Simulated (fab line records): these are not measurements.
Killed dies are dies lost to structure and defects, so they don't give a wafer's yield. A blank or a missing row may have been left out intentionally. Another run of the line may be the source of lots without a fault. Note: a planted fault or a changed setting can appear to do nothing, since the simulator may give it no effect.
Comparing a struck lot with a sound one | flow rit cmos | 17 steps out of a route of 202
Sound: wafers L819.1, L819.3, L819.6. Wafers L827.2, L827.3, L827.4 were the ones struck. The cause comes at the end.
Per side, at each step with rows, come the tool, then ch with its chambers, and then its first start. Under that, the readings that differ: sound wafers | struck wafers | difference of the means | sigmas: that difference in standard deviations of wafers without a fault.
alike: words and numbers the same on both sides, and readings whose means are apart by under 2 such deviations; not compared: readings that were withheld, readings missing a value for some wafer, numbers with overlapping values and no deviation given by the record, and bounds like >300 which may hide the same value.
The two part at a step that has a row with sigmas, a row that says differs or no value, or rows on one side only. Non-overlapping numbers with no deviation appear without sigmas and do not part them. A reading that every wafer of one side lacks parts them only if that side has two wafers or more.

RIT_NWELL_TW_MEAS_10:
  sound on film metro-03, day 4 10:46; struck on film metro-03, day 5 16:37
  alike: NWELL_TW
then, 6 steps without rows for these wafers: RIT_PWELL_HMDS_00 (prime time 60 s); RIT_PWELL_COAT_01 (resist thk 1300 nm); RIT_PWELL_SOFTBAKE_02 (time 60 s); RIT_PWELL_EXPOSE_03 (exposes mask M3, target cd 43700 nm); RIT_PWELL_PEB_04; RIT_PWELL_DEVELOP_05 (develop time 68 s).
RIT_PWELL_OVL_MEAS_06:
  sound on overlay-01, day 4 11:56; struck on overlay-01, day 5 17:41
  reading        | sound        | struck         | difference | sigmas
  PWELL_OVL (nm) | 2.3 0.7 -0.1 | -3.3 -1.5 -0.5 | -2.7       | -2
then, 2 steps without rows for these wafers: RIT_PWELL_HARDBAKE_07 (time 120 s); RIT_PWELL_IMPLANT_08.
RIT_PWELL_STRIP_09: strips in O2, time 180 s.
  sound on plasma asher-01 ch 0,1, day 4 12:26; struck on plasma asher-01 ch 0,1, day 5 18:07
  alike: drypump motor current A, o2 flow sccm
  not compared: rf hours counter h
RIT_PWELL_TW_MEAS_10:
  sound on film metro-03, day 4 12:37; struck on film metro-04, day 5 18:19
  alike: PWELL_TW
RIT_WELLDRIVE_ANNEAL_00: time 14700 s.
  sound on furnace-04 ch 0, day 4 16:26; struck on furnace-01 ch 0, day 5 19:16
  reading                | sound                | struck               | difference | sigmas
  spike tc centre C (C)  | 1100.7 1101.0 1100.9 | 1085.2 1083.4 1084.2 | -16.6      | -11
  spike tc load C (C)    | 1127 1128 1129       | 1107 1104 1103       | -23        | -7
  spike tc source C (C)  | 1127 1130 1128       | 1102 1101 1102       | -27        | -6
  tube center temp C (C) | 1100 1099.9 1100.1   | 1081.9 1082.1 1082   | -18.0      | -99 or more
  tube_center_temp_C_max | 1102.4 1102.6 1103.0 | 1084.4 1084.5 1084.3 | -18.3      | -42
RIT_WELLDRIVE_RS_MEAS_01: a four-point-probe measurement.
  sound on film metro-01, day 4 21:31; struck on film metro-04, day 6 00:23
  reading           | sound             | struck            | difference | sigmas
  NWELL_RS (ohm/sq) | 275.3 275.5 275.6 | 295.1 295.1 296.1 | +20.0      | +33
RIT_WELLDRIVE_RS_MEAS_02: a four-point-probe measurement.
  sound on film metro-01, day 4 21:38; struck on film metro-04, day 6 00:30
  reading           | sound             | struck            | difference | sigmas
  PWELL_RS (ohm/sq) | 428.3 429.2 429.1 | 450.0 449.4 450.1 | +21.0      | +19
then, 1 step without rows for these wafers: RIT_NRETRO_HMDS_00 (prime time 60 s).
RIT_M1_PROBE_99:
  record: rows for the struck wafers here (prober-01, day 7 08:31), none for the sound ones

WHERE THEY PART
First at RIT_PWELL_OVL_MEAS_06; last, within this record, at RIT_M1_PROBE_99.

WHY: the cause the simulator had injected
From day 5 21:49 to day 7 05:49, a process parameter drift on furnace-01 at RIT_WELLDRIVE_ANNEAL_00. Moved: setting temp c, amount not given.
